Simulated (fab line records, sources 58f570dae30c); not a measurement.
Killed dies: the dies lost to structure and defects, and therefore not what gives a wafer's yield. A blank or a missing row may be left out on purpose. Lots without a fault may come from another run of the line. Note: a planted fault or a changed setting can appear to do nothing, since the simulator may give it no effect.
fab line records    flow berkeleyCmos170    part 1 of 2: steps 1 to 30 of 41
record: lots: 5  wafers: 15  lastDay: 11
route steps=331 shown M1@238 V1@254 M2@271
lots untouched by any fault: they come from a run of this same line in which no faults occurred
startH: start of the lot's first displayed wafer, in hours after the record's first day    waitH: hours elapsed since this lot's preceding step    " identical to the entry in the row above    L1.1+2: one row covering several wafers at once    - no value present, or no start provided    * or withheld: withheld    < > ~ a bound
route shown NAME@n: a module of which the file shows steps, and the number in the route of the first    usual: mean and standard deviation over wafers with no fault    same: alike in all rows    chamber/n: place in a boat    sites: the reading at each site    _std_site: how widely they spread, as a standard deviation    _edge_site: the outer-site mean with the inner-site mean subtracted    radiusMm: how far each site lies from the wafer's centre    mask NAME#n: copy n    behind: the most recent tool/chamber to have shaped the wafer    hold: reason for holding the lot/hours on hold/outcome of the hold    device: the n, p or np transistor that did not switch    end of line: at the end of the route, the tests of the same wafers    a step given without rows: its recipe and nothing more    killed: dies lost to structure and defects at the first sort, not the wafer's yield    map: the dies of a wafer, with x for killed, . for not killed, _ for no die there
set.NAME: the setting that was run; set.NAME@STEP: the one run at that earlier step    model.NAME: the simulator's own value behind a step, which no gauge read
lots seen at some steps along the route; tables by step, rows by wafer
services: from which hour (startH, from the record's first day; less than 0 if before it) a tool's chamber was out of use, for how many hours, and why
== steps ==
step: UCB170_M1_SPUTTER_00
recipe: material: Al  targetThkNm: 600  timeS: 80  powerW: 6115  chamberPressurePa: 0.5
usual: throttleValvePct: 29.5/1.3
lot.wafer  tool           chamber  startH  waitH  throttleValvePct
L079.1     pvdSputter-02  -        164.53  0.0    27.8
L079.2     "              -        "       "      28.8
L079.6     "              -        "       "      31.7
L082.1     pvdSputter-01  -        170.24  0.0    30.5
L082.3     "              -        "       "      30.9
L082.6     "              -        "       "      27.8
L084.2     pvdSputter-01  -        187.31  0.0    30.6
L084.3     "              -        "       "      31.0
L084.4     "              -        "       "      30.7
L090.1     pvdSputter-01  -        225.84  0.0    27.5
L090.3     "              -        "       "      30.8
L090.6     "              -        "       "      27.7
L093.1     pvdSputter-01  -        244.08  0.0    30.8
L093.2     "              -        "       "      30.4
L093.6     "              -        "       "      30.8
step: UCB170_M1_RS_MEAS_01
recipe: thkMeasGauge: four-point-probe  reads: Al_of_M1_SPUTTER_00
usual: M1_AL_RS: 0.0475/0.00056
lot.wafer  tool          chamber  startH  waitH  M1_AL_RS[ohm/sq]
L079.1     filmMetro-02  -        164.59  0.0    0.0478
L079.2     "             -        "       "      0.0472
L079.6     "             -        "       "      0.0479
L082.1     filmMetro-03  -        170.30  0.0    0.0469
L082.3     "             -        "       "      0.0471
L082.6     "             -        "       "      0.0471
L084.2     filmMetro-04  -        187.39  0.1    0.0477
L084.3     "             -        "       "      0.0468
L084.4     "             -        "       "      0.0475
L090.1     filmMetro-04  -        225.90  0.0    0.0479
L090.3     "             -        "       "      0.0476
L090.6     "             -        "       "      0.0476
L093.1     filmMetro-04  -        244.14  0.0    0.0474
L093.2     "             -        "       "      0.0477
L093.6     "             -        "       "      0.0478
step: UCB170_M1_THK_MEAS_02
recipe: thkMeasGauge: xrf  reads: Al_of_M1_SPUTTER_00
usual: M1_AL_THK: 600/8.5
lot.wafer  tool          chamber  startH  waitH  M1_AL_THK[nm]
L079.1     filmMetro-02  -        164.71  0.1    603
L079.2     "             -        "       "      607
L079.6     "             -        "       "      600
L082.1     filmMetro-03  -        170.42  0.1    611
L082.3     "             -        "       "      608
L082.6     "             -        "       "      609
L084.2     filmMetro-04  -        187.50  0.1    594
L084.3     "             -        "       "      607
L084.4     "             -        "       "      599
L090.1     filmMetro-04  -        226.02  0.1    597
L090.3     "             -        "       "      602
L090.6     "             -        "       "      600
L093.1     filmMetro-04  -        244.26  0.1    597
L093.2     "             -        "       "      596
L093.6     "             -        "       "      592
step: UCB170_M1_COAT_03
recipe: resist: BARC  tempC: withheld  timeS: withheld  spinRpm: 3000  resistThkNm: withheld
lot.wafer   tool           chamber  startH  waitH
L079.1+2+6  lithoTrack-04  0        164.77  0.1
L082.1+3+6  lithoTrack-04  0        170.48  0.1
L084.2+3+4  lithoTrack-02  0        187.68  0.2
L090.1+3+6  lithoTrack-04  0        226.08  0.1
L093.1+2+6  lithoTrack-02  0        244.32  0.1
step: UCB170_M1_COAT_04
recipe: resist: KrF  spinRpm: 1500  resistThkNm: 900
lot.wafer   tool           chamber  startH  waitH
L079.1+2+6  lithoTrack-04  0        -       -
L082.1+3+6  lithoTrack-04  0        -       -
L084.2+3+4  lithoTrack-02  0        -       -
L090.1+3+6  lithoTrack-04  0        -       -
L093.1+2+6  lithoTrack-02  0        -       -
step: UCB170_M1_SOFTBAKE_05
recipe: resist: KrF  tempC: 130  timeS: 60
lot.wafer   tool           chamber  startH  waitH
L079.1+2+6  lithoTrack-04  0        -       -
L082.1+3+6  lithoTrack-04  0        -       -
L084.2+3+4  lithoTrack-02  0        -       -
L090.1+3+6  lithoTrack-04  0        -       -
L093.1+2+6  lithoTrack-02  0        -       -
step: UCB170_M1_EXPOSE_06
recipe: maskId: METAL1  targetCdNm: 700  na: 0.5  sigmaOuter: 0.6  sourceShape: conventional  doseMj: 21
usual: exposureDoseMJCm2: 20.987/0.022
same: sigmaOuter: 0.6
lot.wafer  tool           chamber  startH  waitH  mask      exposureDoseMJCm2
L079.1     krfScanner-02  0        165.22  -      METAL1#0  21.012
L079.2     "              0        "       "      METAL1#0  21.006
L079.6     "              0        "       "      METAL1#0  20.980
L082.1     krfScanner-01  0        171.05  -      METAL1#0  20.974
L082.3     "              0        "       "      METAL1#0  20.972
L082.6     "              0        "       "      METAL1#0  21.017
L084.2     krfScanner-01  0        188.25  -      METAL1#0  21.009
L084.3     "              0        "       "      METAL1#0  20.995
L084.4     "              0        "       "      METAL1#0  20.995
L090.1     krfScanner-01  0        226.73  -      METAL1#0  20.987
L090.3     "              0        "       "      METAL1#0  20.968
L090.6     "              0        "       "      METAL1#0  20.977
L093.1     krfScanner-01  0        244.95  -      METAL1#0  21.004
L093.2     "              0        "       "      METAL1#0  21.007
L093.6     "              0        "       "      METAL1#0  20.974
step: UCB170_M1_PEB_07
recipe: pebTempC: 130  pebTimeS: withheld  resist: KrF
lot.wafer   tool           chamber  startH  waitH
L079.1+2+6  lithoTrack-02  0        165.34  0.1
L082.1+3+6  lithoTrack-02  0        171.17  0.1
L084.2+3+4  lithoTrack-02  0        188.40  0.1
L090.1+3+6  lithoTrack-01  0        226.85  0.1
L093.1+2+6  lithoTrack-02  0        245.28  0.3
step: UCB170_M1_DEVELOP_08
recipe: developer: TMAH  developTimeS: 45  resist: KrF  devTempC: 21
lot.wafer   tool           chamber  startH  waitH
L079.1+2+6  lithoTrack-02  0        -       -
L082.1+3+6  lithoTrack-02  0        -       -
L084.2+3+4  lithoTrack-02  0        -       -
L090.1+3+6  lithoTrack-01  0        -       -
L093.1+2+6  lithoTrack-02  0        -       -
step: UCB170_M1_CD_MEAS_09
recipe: targetCdNm: 700
usual: cdNm: 699.8/1.5
lot.wafer  tool      chamber  startH  waitH  cdNm
L079.1     cdSem-01  -        165.61  -      699.9
L079.2     "         -        "       "      699.9
L079.6     "         -        "       "      700.1
L082.1     cdSem-02  -        171.45  -      698.7
L082.3     "         -        "       "      698.2
L082.6     "         -        "       "      697.2
L084.2     cdSem-01  -        188.67  -      701.0
L084.3     "         -        "       "      701.2
L084.4     "         -        "       "      699.5
L090.1     cdSem-01  -        227.12  -      701.7
L090.3     "         -        "       "      700.5
L090.6     "         -        "       "      700.3
L093.1     cdSem-01  -        245.56  -      700.3
L093.2     "         -        "       "      699.7
L093.6     "         -        "       "      698.3
step: UCB170_M1_OVL_MEAS_10
usual: M1_OVL: -2/4.6
lot.wafer  tool        chamber  startH  waitH  M1_OVL[nm]
L079.1     overlay-01  -        165.73  0.1    -1
L079.2     "           -        "       "      -4
L079.6     "           -        "       "      -4
L082.1     overlay-02  -        171.57  0.1    3
L082.3     "           -        "       "      0
L082.6     "           -        "       "      -9
L084.2     overlay-02  -        188.78  0.1    5
L084.3     "           -        "       "      -5
L084.4     "           -        "       "      1
L090.1     overlay-01  -        227.24  0.1    -6
L090.3     "           -        "       "      -3
L090.6     "           -        "       "      -7
L093.1     overlay-01  -        245.68  0.1    6
L093.2     "           -        "       "      -6
L093.6     "           -        "       "      -1
step: UCB170_M1_ETCH_11
recipe: chemistry: N2/H2  targetDepthA: withheld  overetchA: withheld  target: BARC  timeS: withheld  sourceW: 500  biasW: 100  pressureMtorr: 30  n2FlowSccm: 100  h2FlowSccm: 200
usual: drypumpMotorCurrentA: 5.7/0.36  oesProductAu: 1.010/0.016  throttleValvePct: 13.23/0.09
lot.wafer  tool        chamber  startH  waitH  drypumpMotorCurrentA  oesProductAu  throttleValvePct
L079.1     rieDiel-01  1        165.77  0.0    6.2                   1.034         13.34
L079.2     "           0        "       "      5.9                   1.001         13.34
L079.6     "           0        "       "      5.9                   1.005         13.35
L082.1     rieDiel-02  3        171.61  0.0    6.1                   1.011         13.21
L082.3     "           2        "       "      5.5                   1.036         13.19
L082.6     "           0        "       "      5.6                   0.981         13.22
L084.2     rieDiel-02  1        188.81  0.0    5.3                   0.997         13.14
L084.3     "           0        "       "      5.6                   0.999         13.20
L084.4     "           2        "       "      5.5                   1.043         13.17
L090.1     rieDiel-03  1        227.28  0.0    5.7                   1.004         13.52
L090.3     "           3        "       "      5.0                   1.011         13.32
L090.6     "           3        "       "      5.0                   1.022         13.34
L093.1     rieDiel-01  3        245.71  0.0    5.8                   1.017         13.11
L093.2     "           1        "       "      6.2                   1.038         13.34
L093.6     "           3        "       "      5.8                   1.016         13.09
step: UCB170_M1_METAL_ETCH_12
recipe: chemistry: Cl2/BCl3  target: Al  stopOn: PSG  pressureMtorr: 12  targetDepthA: 7800  overEtchFrac: 0.3  timeS: 130  icpW: 600  biasW: 120  Cl2_flow_sccm: 90  bcl3FlowSccm: 45
usual: drypumpMotorCurrentA: 5.8/0.38  heBacksideLeakSccm: 3.4/0.38  oesProductAu: 0.857/0.016  throttleValvePct: 24.49/0.26
same: overEtchFrac: 0.3
lot.wafer  tool         chamber  startH  waitH  drypumpMotorCurrentA  heBacksideLeakSccm  oesProductAu  rfHoursCounterH  throttleValvePct
L079.1     rieMetal-04  1        165.81  -      5.6                   3.2                 0.869         11               24.45
L079.2     "            0        "       "      6.1                   3.6                 0.881         6                23.97
L079.6     "            1        "       "      5.5                   3.4                 0.860         -                24.46
L082.1     rieMetal-02  0        171.65  -      5.7                   3.2                 0.851         14               24.87
L082.3     "            0        "       "      5.7                   3.3                 0.852         -                24.86
L082.6     "            1        "       "      6.4                   3.6                 0.873         -                24.49
L084.2     rieMetal-04  0        188.85  -      6.1                   3.5                 0.871         7                23.99
L084.3     "            1        "       "      5.6                   3.3                 0.872         -                24.44
L084.4     "            0        "       "      6.1                   3.6                 0.881         -                23.98
L090.1     rieMetal-02  1        227.32  -      6.4                   3.6                 0.864         13               24.49
L090.3     "            0        "       "      5.7                   3.2                 0.850         -                24.87
L090.6     "            0        "       "      5.7                   3.3                 0.849         -                24.87
L093.1     rieMetal-03  1        245.76  -      5.2                   3.0                 0.849         4                24.40
L093.2     "            0        "       "      5.9                   3.6                 0.836         10               24.54
L093.6     "            0        "       "      5.9                   3.6                 0.839         -                24.53
step: UCB170_M1_STRIP_13
recipe: chemistry: O2  powerW: 400  pressureMtorr: 3500  platenTempC: withheld  o2FlowSccm: 406.1  overashFraction: 0.5
usual: drypumpMotorCurrentA: 5.6/0.61  oesProductAu: 0.722/0.0045
lot.wafer  tool            chamber  startH  waitH  drypumpMotorCurrentA  oesProductAu  rfHoursCounterH
L079.1     plasmaAsher-01  1        165.95  0.1    4.9                   0.728         50
L079.2     "               0        "       "      5.4                   0.727         50
L079.6     "               0        "       "      5.4                   0.713         -
L082.1     plasmaAsher-01  1        171.78  0.1    4.9                   0.726         50
L082.3     "               0        "       "      5.4                   0.718         -
L082.6     "               0        "       "      5.4                   0.717         -
L084.2     plasmaAsher-02  1        188.99  0.1    6.8                   0.714         45
L084.3     "               1        "       "      6.8                   0.718         -
L084.4     "               0        "       "      5.6                   0.720         -
L090.1     plasmaAsher-02  1        227.50  0.1    6.8                   0.723         48
L090.3     "               0        "       "      5.6                   0.717         -
L090.6     "               0        "       "      5.6                   0.721         -
L093.1     plasmaAsher-04  1        245.89  0.1    5.6                   0.713         59
L093.2     "               0        "       "      5.4                   0.724         59
L093.6     "               1        "       "      5.5                   0.722         -
step: UCB170_M1_CD_MEAS_90
recipe: targetCdNm: 700
usual: cdNm: 700.6/2.1
lot.wafer  tool      chamber  startH  waitH  cdNm
L079.1     cdSem-02  -        166.05  0.1    698.2
L079.2     "         -        "       "      699.9
L079.6     "         -        "       "      699.8
L082.1     cdSem-02  -        171.89  0.1    701.1
L082.3     "         -        "       "      699.5
L082.6     "         -        "       "      697.3
L084.2     cdSem-01  -        189.11  0.1    703.3
L084.3     "         -        "       "      700.4
L084.4     "         -        "       "      698.7
L090.1     cdSem-01  -        227.60  0.1    703.9
L090.3     "         -        "       "      702.6
L090.6     "         -        "       "      702.5
L093.1     cdSem-02  -        245.99  0.1    702.3
L093.2     "         -        "       "      702.0
L093.6     "         -        "       "      700.0
step: UCB170_M1_ANNEAL_14
recipe: tempC: 400  timeS: 1200  ambient: formingGas
lot.wafer   tool  chamber  startH  waitH
L079.1+2+6  -     -        168.13  2.1
L082.1+3+6  -     -        177.38  5.5
L084.2+3+4  -     -        191.75  2.6
L090.1+3+6  -     -        230.84  3.2
L093.1+2+6  -     -        249.50  3.5
step: UCB170_V1_CVD_00
recipe: material: SiO2  targetThkNm: 2000  tempC: 390  precursor: TEOS/O2  timeS: 250  rfW: 550  pressureMtorr: 9000
usual: heaterPowerW: 290/54
lot.wafer  tool      chamber  startH  waitH  heaterPowerW
L079.1     pecvd-02  0        169.46  0.0    369
L079.2     "         1        "       "      301
L079.6     "         1        "       "      239
L082.1     pecvd-04  1        178.72  0.0    376
L082.3     "         2        "       "      297
L082.6     "         0        "       "      324
L084.2     pecvd-02  0        193.08  0.0    398
L084.3     "         2        "       "      289
L084.4     "         0        "       "      292
L090.1     pecvd-02  2        232.18  0.0    269
L090.3     "         1        "       "      314
L090.6     "         1        "       "      234
L093.1     pecvd-03  2        250.83  0.0    367
L093.2     "         1        "       "      310
L093.6     "         1        "       "      218
step: UCB170_V1_THK_MEAS_01
recipe: reads: SiO2_of_V1_CVD_00
usual: V1_TEOS_THK: 2004/23
lot.wafer  tool          chamber  startH  waitH  V1_TEOS_THK[nm]
L079.1     filmMetro-04  -        169.62  0.1    1980
L079.2     "             -        "       "      1981
L079.6     "             -        "       "      2008
L082.1     filmMetro-04  -        178.87  0.1    2017
L082.3     "             -        "       "      1991
L082.6     "             -        "       "      2023
L084.2     filmMetro-04  -        193.25  0.1    1953
L084.3     "             -        "       "      1955
L084.4     "             -        "       "      1978
L090.1     filmMetro-02  -        232.33  0.1    1980
L090.3     "             -        "       "      1990
L090.6     "             -        "       "      2022
L093.1     filmMetro-02  -        250.99  0.1    1968
L093.2     "             -        "       "      1984
L093.6     "             -        "       "      2005
step: UCB170_V1_CMP_02
recipe: material: SiO2  downForcePsi: 6  platenRpm: 60  padVelocityMS: 0.75398
usual: motorCurrentA: 16.9/1.7
lot.wafer  tool    chamber  startH  waitH  motorCurrentA
L079.2     cmp-02  3        170.08  0.4    18.3
L079.1     "       0        "       "      19.7
L079.6     "       2        "       "      15.9
L082.1     cmp-02  3        178.93  0.1    18.4
L082.3     "       0        "       "      19.5
L082.6     "       0        "       "      18.9
L084.4     cmp-02  2        193.90  0.6    14.8
L084.2     "       0        "       "      19.1
L084.3     "       1        "       "      18.4
L090.1     cmp-01  1        232.69  0.3    15.7
L090.3     "       3        "       "      14.9
L090.6     "       1        "       "      16.0
L093.2     cmp-01  0        251.10  0.1    14.4
L093.1     "       2        "       "      16.2
L093.6     "       3        "       "      15.4
step: UCB170_V1_BOW_MEAS_03
recipe: mode: bow
usual: V1_BOW: 20/7.4
lot.wafer  tool          chamber  startH  waitH  V1_BOW[um]
L079.1     filmMetro-04  -        170.28  0.1    28
L079.2     "             -        "       "      19
L079.6     "             -        "       "      12
L082.1     filmMetro-02  -        179.23  0.2    25
L082.3     "             -        "       "      15
L082.6     "             -        "       "      21
L084.2     filmMetro-04  -        194.22  0.2    24
L084.3     "             -        "       "      28
L084.4     "             -        "       "      20
L090.1     filmMetro-02  -        232.99  0.2    17
L090.3     "             -        "       "      14
L090.6     "             -        "       "      13
L093.1     filmMetro-01  -        251.35  0.1    18
L093.2     "             -        "       "      24
L093.6     "             -        "       "      20
step: UCB170_V1_THK_MEAS_04
recipe: reads: SiO2_of_V1_CVD_00
usual: V1_POLISHED_THK: 999.7/0.93
lot.wafer  tool          chamber  startH  waitH  V1_POLISHED_THK[nm]
L079.1     filmMetro-04  -        170.40  0.1    999.9
L079.2     "             -        "       "      999.7
L079.6     "             -        "       "      998.6
L082.1     filmMetro-02  -        179.35  0.1    999.6
L082.3     "             -        "       "      1000.7
L082.6     "             -        "       "      999.8
L084.2     filmMetro-04  -        194.33  0.1    1000.8
L084.3     "             -        "       "      1000.9
L084.4     "             -        "       "      1000.1
L090.1     filmMetro-02  -        233.11  0.1    1000.8
L090.3     "             -        "       "      1000.4
L090.6     "             -        "       "      999.2
L093.1     filmMetro-01  -        251.47  0.1    999.1
L093.2     "             -        "       "      1000.3
L093.6     "             -        "       "      998.5
step: UCB170_V1_CLEAN_05
recipe: chemistry: DIW
lot.wafer   tool         chamber  startH  waitH
L079.1+2+6  wetBench-01  1        170.46  0.1
L082.1+3+6  wetBench-04  2        179.41  0.1
L084.2+3+4  wetBench-01  3        194.38  0.0
L090.1+3+6  wetBench-02  2        233.25  0.1
L093.1+2+6  wetBench-04  1        251.53  0.1
step: UCB170_V1_HMDS_06
recipe: primeTimeS: 60  primeTempC: 100
lot.wafer   tool           chamber  startH  waitH
L079.1+2+6  lithoTrack-03  0        170.78  0.1
L082.1+3+6  lithoTrack-03  0        179.95  0.4
L084.2+3+4  lithoTrack-03  0        194.70  0.1
L090.1+3+6  lithoTrack-03  0        233.49  0.1
L093.1+2+6  lithoTrack-03  0        251.70  0.0
step: UCB170_V1_COAT_07
recipe: resist: KrF  spinRpm: 1500  resistThkNm: 900
lot.wafer   tool           chamber  startH  waitH
L079.1+2+6  lithoTrack-03  0        170.93  0.1
L082.1+3+6  lithoTrack-03  0        180.10  0.1
L084.2+3+4  lithoTrack-03  0        194.85  0.1
L090.1+3+6  lithoTrack-03  0        233.64  0.1
L093.1+2+6  lithoTrack-03  0        251.85  0.1
step: UCB170_V1_SOFTBAKE_08
recipe: resist: KrF  tempC: 130  timeS: 60
lot.wafer   tool           chamber  startH  waitH
L079.1+2+6  lithoTrack-03  0        171.08  0.1
L082.1+3+6  lithoTrack-03  0        180.25  0.1
L084.2+3+4  lithoTrack-03  0        195.00  0.1
L090.1+3+6  lithoTrack-03  0        233.79  0.1
L093.1+2+6  lithoTrack-03  0        252.00  0.1
step: UCB170_V1_EXPOSE_09
recipe: maskId: VIA1  targetCdNm: 700  na: 0.5  sigmaOuter: 0.6  sourceShape: conventional  doseMj: 37
usual: exposureDoseMJCm2: 36.97/0.035
same: sigmaOuter: 0.6
lot.wafer  tool           chamber  startH  waitH  mask    exposureDoseMJCm2
L079.1     krfScanner-02  0        171.41  0.3    VIA1#0  36.97
L079.2     "              0        "       "      VIA1#0  36.96
L079.6     "              0        "       "      VIA1#0  36.99
L082.1     krfScanner-02  0        180.48  0.2    VIA1#0  36.96
L082.3     "              0        "       "      VIA1#0  36.97
L082.6     "              0        "       "      VIA1#0  36.95
L084.2     krfScanner-02  0        195.15  0.1    VIA1#0  37.02
L084.3     "              0        "       "      VIA1#0  36.97
L084.4     "              0        "       "      VIA1#0  36.98
L090.1     krfScanner-01  0        234.07  0.2    VIA1#0  36.92
L090.3     "              0        "       "      VIA1#0  36.92
L090.6     "              0        "       "      VIA1#0  36.97
L093.1     krfScanner-01  0        252.28  0.2    VIA1#0  36.99
L093.2     "              0        "       "      VIA1#0  37.01
L093.6     "              0        "       "      VIA1#0  36.99
step: UCB170_V1_PEB_10
recipe: pebTempC: 130  pebTimeS: withheld  resist: KrF
lot.wafer   tool           chamber  startH  waitH
L079.1+2+6  lithoTrack-01  0        171.53  0.1
L082.1+3+6  lithoTrack-01  0        180.70  0.2
L084.2+3+4  lithoTrack-02  0        195.29  0.1
L090.1+3+6  lithoTrack-03  0        234.18  0.1
L093.1+2+6  lithoTrack-03  0        252.40  0.1
step: UCB170_V1_DEVELOP_11
recipe: developer: TMAH  developTimeS: 45  resist: KrF  devTempC: 21
lot.wafer   tool           chamber  startH  waitH
L079.1+2+6  lithoTrack-01  0        -       -
L082.1+3+6  lithoTrack-01  0        -       -
L084.2+3+4  lithoTrack-02  0        -       -
L090.1+3+6  lithoTrack-03  0        -       -
L093.1+2+6  lithoTrack-03  0        -       -
step: UCB170_V1_CD_MEAS_12
recipe: targetCdNm: 700
usual: cdNm: 700.3/1.4
lot.wafer  tool      chamber  startH  waitH  cdNm
L079.1     cdSem-01  -        171.80  -      701.7
L079.2     "         -        "       "      701.4
L079.6     "         -        "       "      701.9
L082.1     cdSem-02  -        180.97  -      699.4
L082.3     "         -        "       "      698.0
L082.6     "         -        "       "      699.8
L084.2     cdSem-02  -        195.57  -      700.1
L084.3     "         -        "       "      699.1
L084.4     "         -        "       "      700.6
L090.1     cdSem-02  -        234.46  -      699.7
L090.3     "         -        "       "      696.9
L090.6     "         -        "       "      697.6
L093.1     cdSem-02  -        252.67  -      700.7
L093.2     "         -        "       "      702.3
L093.6     "         -        "       "      700.6
step: UCB170_V1_OVL_MEAS_13
usual: V1_OVL: 3/4.6
lot.wafer  tool        chamber  startH  waitH  V1_OVL[nm]
L079.1     overlay-02  -        171.92  0.1    3
L079.2     "           -        "       "      -6
L079.6     "           -        "       "      -2
L082.1     overlay-01  -        181.09  0.1    0
L082.3     "           -        "       "      5
L082.6     "           -        "       "      4
L084.2     overlay-01  -        195.67  0.1    -2
L084.3     "           -        "       "      4
L084.4     "           -        "       "      1
L090.1     overlay-02  -        234.58  0.1    7
L090.3     "           -        "       "      2
L090.6     "           -        "       "      2
L093.1     overlay-02  -        252.79  0.1    5
L093.2     "           -        "       "      3
L093.6     "           -        "       "      6
